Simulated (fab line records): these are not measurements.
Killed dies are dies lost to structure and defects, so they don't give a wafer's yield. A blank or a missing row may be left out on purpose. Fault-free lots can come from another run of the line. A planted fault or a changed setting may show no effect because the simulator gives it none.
Which tool did it? + flow berkeley_cmos170 + 13 lots, 39 wafers sampled, at 3 steps of a route of 331

WHAT THE GAUGES READ, wafer by wafer
UCB170_NLDD_CD_MEAS_06: target cd 1200 nm.
| lot  | measured     | on        | cd_nm (nm)                                |
|------|--------------|-----------|-------------------------------------------|
| L216 | day 5 20:50  | cd_sem-01 | 1201.1 1201.7 1202.3                      |
| L217 | day 6 06:32  | cd_sem-01 | 1198.6 1199.5 1199.2                      |
| L219 | day 6 21:06  | cd_sem-02 | 1200.7 1202.3 1200.7                      |
| L218 | day 6 21:22  | cd_sem-01 | 1201.3 1201.0 1199.9                      |
| L220 | day 6 21:40  | cd_sem-02 | 1198.2 1199.9 1198.3                      |
| L225 | day 8 00:49  | cd_sem-01 | 1200.8 1200.8 1198.6                      |
| L226 | day 8 13:41  | cd_sem-01 | 1181.7 1182.8 1183.6 1181.5 1182.6 1183.1 |
| L228 | day 9 08:50  | cd_sem-02 | 1183.0 1183.8 1182.3 1183.0 1183.9 1182.5 |
| L232 | day 9 21:20  | cd_sem-01 | 1200.3 1199.9 1201.5                      |
| L234 | day 9 21:52  | cd_sem-01 | 1198.2 1198.6 1198.0                      |
| L236 | day 10 23:43 | cd_sem-02 | 1197.8 1197.0 1199.1                      |
| L235 | day 11 00:29 | cd_sem-02 | 1198.7 1198.1 1198.3                      |
| L238 | day 11 00:37 | cd_sem-02 | 1199.5 1198.3 1198.2                      |

UCB170_NLDD_TW_MEAS_11.
| lot  | measured     | on            | NLDD_TW           |
|------|--------------|---------------|-------------------|
| L216 | day 5 21:23  | film_metro-04 | 2247 2232 2235    |
| L217 | day 6 07:05  | film_metro-03 | 2228 2229 2229    |
| L219 | day 6 21:39  | film_metro-04 | 2235 2237 2246    |
| L218 | day 6 21:54  | film_metro-01 | 2212 2210 2215    |
| L220 | day 6 22:13  | film_metro-01 | 2206 2208 2203    |
| L225 | day 8 01:20  | film_metro-03 | 2235 2245 2237    |
| L226 | day 8 18:19  | film_metro-01 | 30 30 30 30 30 30 |
| L228 | day 9 10:53  | film_metro-04 | 31 31 30 30 31 31 |
| L232 | day 9 21:53  | film_metro-01 | 2212 2199 2209    |
| L234 | day 9 22:24  | film_metro-01 | 2199 2204 2206    |
| L236 | day 11 00:16 | film_metro-01 | 2223 2204 2211    |
| L235 | day 11 01:02 | film_metro-01 | 2209 2220 2219    |
| L238 | day 11 01:09 | film_metro-03 | 2251 2266 2244    |

EACH LOT AND THE TOOL THAT RAN IT (in order: tool; ch and the chambers of the sampled wafers; start)
| lot  | UCB170_NLDD_DEVELOP_05            |
|------|-----------------------------------|
| L216 | litho_track-04 ch 0, day 5 20:00  |
| L217 | litho_track-01 ch 0, day 6 06:00  |
| L219 | litho_track-01 ch 0, day 6 20:00  |
| L218 | litho_track-01 ch 0, day 6 21:00  |
| L220 | litho_track-03 ch 0, day 6 21:00  |
| L225 | litho_track-04 ch 0, day 8 00:00  |
| L226 | litho_track-01 ch 0, day 8 13:00  |
| L228 | litho_track-01 ch 0, day 9 08:00  |
| L232 | litho_track-03 ch 0, day 9 21:00  |
| L234 | litho_track-04 ch 0, day 9 21:00  |
| L236 | litho_track-03 ch 0, day 10 23:00 |
| L235 | litho_track-04 ch 0, day 11 00:00 |
| L238 | litho_track-03 ch 0, day 11 00:00 |
- UCB170_NLDD_DEVELOP_05: develop time 45 s.

WHAT THE TOOLS THEMSELVES READ (means of the sampled wafers that have a number; where no wafer has one, the mark that the record gives instead)
The record holds no such reading with a usual standard deviation.

THE ANSWER, worked out from the rows above alone
Rule: what is usual is taken from the lots themselves. Put in order of their means at a reading, lots are off if they are a third of the lots or fewer, leave a main group of 4 or more, and stand apart from it by a gap of 3 or more times the standard deviation of the main group's means; of several such gaps the widest counts. A main group whose means are all the same, to the digits that the tables above print for the reading, isn't used. A lot without any number at a reading at which 4 lots or more have one is off too. Any other lot the step has rows for is counted as sound. The gauges are gone through in route order, then the tools' own readings, and for those a lot's mean is taken as printed above. At the first step where some lot is off, the reading lying furthest off is the one used; lots without a number count as furthest.
Off: L226, L228 (UCB170_NLDD_CD_MEAS_06, cd_nm). For the main group the mean is 1199.6 nm and the standard deviation 1.3.
A tool fits if, at a process step before that reading, it ran every lot that is off, and no sound lot after the first of them. The gauges at UCB170_NLDD_CD_MEAS_06 aren't tried: what is off there is off at UCB170_NLDD_TW_MEAS_11 too, on other tools, and a gauge's error can't cause that. One candidate fits, namely litho_track-01 at UCB170_NLDD_DEVELOP_05. Its last sound lot is L218 (day 6 21:00), its first lot that is off L226 (day 8 13:00): a fault that began between those two fits.

WHAT WAS PUT IN BY THE SIMULATOR
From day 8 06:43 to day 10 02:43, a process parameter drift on litho_track-01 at UCB170_NLDD_DEVELOP_05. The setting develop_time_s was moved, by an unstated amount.
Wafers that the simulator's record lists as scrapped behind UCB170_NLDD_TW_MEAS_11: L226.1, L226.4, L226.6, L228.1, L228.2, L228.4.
Shown lots that were struck: L226, L228. The same result came from the rule above.
